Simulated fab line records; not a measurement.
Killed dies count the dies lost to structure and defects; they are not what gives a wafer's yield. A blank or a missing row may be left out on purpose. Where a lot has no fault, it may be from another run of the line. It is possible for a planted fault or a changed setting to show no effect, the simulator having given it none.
Chamber matching | flow berkeley cmos170 | UCB170_GATE_ETCH_14 on rie diel-02 has 4 sister chambers
The step etches BARC in N2/H2. 14 wafers are shown with their chamber, then 7 later ones without.

WAFERS, EACH WITH ITS CHAMBER
wafer  | chamber | throttle valve pct (%) | drypump motor current A (A) | oes product au (a.u.)
L282.1 | 0       | 13.27                  | 5.44                        | 0.989
L282.2 | 1       | 13.58                  | 5.97                        | 0.990
L282.6 | 1       | 13.58                  | 6.00                        | 0.988
L285.1 | 2       | 13.44                  | 5.20                        | 1.012
L285.3 | 1       | 13.59                  | 5.93                        | 0.991
L285.5 | 3       | 13.12                  | 5.11                        | 0.971
L288.3 | 1       | 13.58                  | 6.01                        | 0.990
L288.4 | 2       | 13.42                  | 5.20                        | 1.005
L288.6 | 0       | 13.29                  | 5.44                        | 0.991
L292.4 | 1       | 13.58                  | 5.98                        | 0.992
L292.5 | 1       | 13.58                  | 5.95                        | 0.981
L292.6 | 0       | 13.28                  | 5.43                        | 1.000
L291.2 | 3       | 13.12                  | 5.07                        | 0.977
L291.4 | 2       | 13.46                  | 5.18                        | 0.999

SIGNATURES (averages over the wafers above)
reading                 | chamber 0 | chamber 1 | chamber 2 | chamber 3 | scatter within a chamber
throttle valve pct      | 13.2800   | 13.5817   | 13.4400   | 13.1200   | 0.0104
drypump motor current A | 5.4367    | 5.9733    | 5.1933    | 5.0900    | 0.0238
oes product au          | 0.99333   | 0.98867   | 1.00533   | 0.97400   | 0.00501
Rule: a wafer lies at a distance from a chamber equal to the root of the sum of squares, over the readings, of (its reading less the chamber's mean, divided by the reading's scatter). The wafer belongs to the nearest chamber; if the next one is less than 2 further off, it can't be placed. The scatter: the root of (the sum of the squares of (reading less its chamber's mean) over the shown wafers, divided by (wafers less chambers)).

WAFERS WITH NO CHAMBER GIVEN
wafer  | throttle valve pct (%) | drypump motor current A (A) | oes product au (a.u.)
L291.5 | 13.13                  | 5.10                        | 0.966
L297.2 | 13.59                  | 5.95                        | 0.970
L297.5 | 13.57                  | 5.98                        | 0.973
L297.6 | 13.27                  | 5.42                        | 0.987
L303.1 | 13.43                  | 5.21                        | 0.998
L303.4 | 13.12                  | 5.11                        | 0.967
L303.6 | 13.58                  | 5.97                        | 0.986

THE CHAMBER EACH PASSED THROUGH
wafer  | from the rows above | in truth
L291.5 | 3                   | 3
L297.2 | 1                   | 1
L297.5 | 1                   | 1
L297.6 | 0                   | 0
L303.1 | 2                   | 2
L303.4 | 3                   | 3
L303.6 | 1                   | 1
Correctly placed: 7 of 7. From these rows, 0 cannot be placed. 0 placed wrongly.
